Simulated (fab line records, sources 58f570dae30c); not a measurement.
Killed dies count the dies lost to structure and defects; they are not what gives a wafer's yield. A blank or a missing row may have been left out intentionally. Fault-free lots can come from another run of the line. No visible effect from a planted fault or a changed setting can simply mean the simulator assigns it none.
Split-lot study ; flow berkeleyCmos170 ; 23 wafers read across 5 lots, on a route 331 steps long

ON THE SPLIT
At UCB170_NLDD_COAT_01 (resist thk 900 nm), the setting resistThkNm was moved away from the recipe's 900 nm on 5 of the 23 wafers read, by -6.0% to +3.1%. This setting was run at the recipe's value on the other wafers.

The reading comes from the split's own step.

THE READING
KrF_of_NLDD_COAT_01.thkNm (the simulator's own value, which no gauge read), in nm, at UCB170_NLDD_COAT_01 (resist thk 900 nm). No usual value for it is given in the file. The 18 wafers here that ran the recipe average 899.6 nm, standard deviation 3.4 nm.

wafer;tool, chamber at the split;resistThkNm as run, nm;against the recipe;KrF_of_NLDD_COAT_01.thkNm, nm;against lot-mates on the recipe
L076.1;lithoTrack-01, 0;900;recipe;902.6;-
L076.2;lithoTrack-01, 0;900;recipe;901.4;-
L076.4;lithoTrack-01, 0;900;recipe;903;-
L076.5;lithoTrack-01, 0;900;recipe;904.2;-
L076.6;lithoTrack-01, 0;900;recipe;903.5;-
L078.1;lithoTrack-02, 0;900;recipe;896.2;-
L078.3;lithoTrack-02, 0;900;recipe;892.5;-
L078.4;lithoTrack-02, 0;900;recipe;897.4;-
L078.5;lithoTrack-02, 0;900;recipe;894.5;-
L078.6;lithoTrack-02, 0;900;recipe;896.3;-
L082.1;lithoTrack-03, 0;900;recipe;904;-
L082.2;lithoTrack-03, 0;846.1;-6.0%;849.6;-54.2
L082.3;lithoTrack-03, 0;846.1;-6.0%;851.7;-52.1
L082.4;lithoTrack-03, 0;900;recipe;903.7;-
L082.5;lithoTrack-03, 0;846.1;-6.0%;848.1;-55.8
L083.1;lithoTrack-03, 0;900;recipe;898;-
L083.2;lithoTrack-03, 0;927.7;+3.1%;928.3;+29.3
L083.3;lithoTrack-03, 0;900;recipe;899.1;-
L083.5;lithoTrack-03, 0;900;recipe;899.8;-
L083.6;lithoTrack-03, 0;927.7;+3.1%;929.4;+30.4
L084.1;lithoTrack-02, 0;900;recipe;900.9;-
L084.3;lithoTrack-02, 0;900;recipe;898.9;-
L084.6;lithoTrack-02, 0;900;recipe;897.3;-

THE FIT
A straight line over all 23 wafers: KrF_of_NLDD_COAT_01.thkNm changes by +8.54 nm for each +1% of resistThkNm; r = +0.99; the points scatter about the line by 3.4 nm.
The same after taking each lot's own level away (the mean of its wafers on the recipe; 23 wafers): +9.15 nm for each +1%; r = +1.00; scatter 1.4 nm.
According to that fit, moving resistThkNm by its largest amount changes the reading by 55 nm.
The span of the lots' own levels, 895.38 to 903.85 nm, comes to 2.5 times the standard deviation stated above.
Consequently the slope shifts little with the lot-to-lot level, the two slopes agreeing.
Check: with one of the wafers moved furthest among these (-6.0%) left out of the fit, the line predicts -54.7 nm for it against its lot-mates. It came out at -54.2 nm against them.

OTHER SPLITS APPLIED TO THESE WAFERS
Other splits were also applied to these wafers ahead of the reading. Each is held against what the fit with the lots' levels taken away leaves over:
other split on the same wafers;wafers away from the commonest value;r with KrF_of_NLDD_COAT_01.thkNm (lot level and that fit taken away)
UCB170_PLDD_EXPOSE_03 doseMj;7;-0.12

THE WHOLE CHAIN: every reading that the file lists as answering this split, in the file's order
step;what it does;reading;change (the file's fit);r (the file's)
UCB170_NLDD_COAT_01;resist thk 900 nm;KrF_of_NLDD_COAT_01.thkNm (the simulator's own value, which no gauge read);+9.17 nm for each +1% of the setting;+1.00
UCB170_NLDD_STRIP_10;strips in O2;stripTimeToEndpointS;withheld for each +1% of the setting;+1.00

THE FILE'S OWN FIT
KrF_of_NLDD_COAT_01.thkNm changes by +9.17 nm for each +1% of resistThkNm, r = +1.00.
